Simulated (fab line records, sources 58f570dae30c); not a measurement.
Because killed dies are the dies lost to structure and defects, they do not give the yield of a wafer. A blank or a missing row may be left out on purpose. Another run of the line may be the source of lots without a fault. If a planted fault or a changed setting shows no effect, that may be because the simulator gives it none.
The same fault as seen by 2 desks ; flow berkeley-cmos170 ; each desk holds nothing but its own numbers, with what lay behind them at the end

THE TOOL OWNER'S DESK: implanter-03
The tool's own readings at UCB170_PWELL_IMPLANT_15, given as means over the sampled wafers that have a number, one for each lot that went through this tool. The brackets show how far a lot's mean lies from the usual mean; more than 4 standard deviations puts the lot out of limits, marked OUT.
Columns: A = beam-energy-keV at UCB170_PWELL_IMPLANT_15, usual 60.004
lot;first seen here;A
L192;day 5 03:04;60.004
L196;day 6 01:13;56.849 (-99 or more) OUT
L197;day 6 10:17;56.892 (-99 or more) OUT
This desk finds L196, L197 out of limits, L196 being first, at day 6 01:13 (beam-energy-keV at UCB170_PWELL_IMPLANT_15). Within limits: L192.

AT THE METROLOGY DESK
Lot by lot, what the gauges showed, no matter which tool ran the lot: averages of those sampled wafers that carry a number. The brackets show how far a lot's mean lies from the usual mean; more than 4 standard deviations puts the lot out of limits, marked OUT.
Columns: A = PWELL_OXIDE_THK at UCB170_PWELL_THK_MEAS_03, usual 26.4 nm; B = PWELL_NITRIDE_THK at UCB170_PWELL_THK_MEAS_06, usual 219.9 nm; C = PWELL_OVL at UCB170_PWELL_OVL_MEAS_13, usual 5 nm
lot;first seen here;A;B;C
L192;day 4 19:44;26.0;220.2;7
L196;day 5 17:32;26.1;216.3;1
L197;day 6 00:14;26.1;219.7;10
L204;day 7 01:58;27.2;217.3;8
L205;day 7 19:17;26.1;222.1;3
L206;day 7 19:18;27.0;224.6;4
Finding of this desk: none of the 6 lots has anything out of limits.

ALL TOGETHER
The tool owner's desk could have raised an alarm at day 6 01:13, on L196, L197.
The metrology desk saw nothing out of limits.
The metrology desk holds a record of L196, L197, inside its limits.
All the named lots went through UCB170_PWELL_IMPLANT_15 on implanter-03.

WHAT HAD BEEN PUT IN BY THE SIMULATOR
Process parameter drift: implanter-03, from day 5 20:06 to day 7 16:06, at UCB170_PWELL_IMPLANT_15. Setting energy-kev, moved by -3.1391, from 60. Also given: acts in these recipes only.
Shown lots that were struck: L196, L197.
Delay in hours, fault start to first out-of-limits reading, by desk: the tool owner's desk at 5.
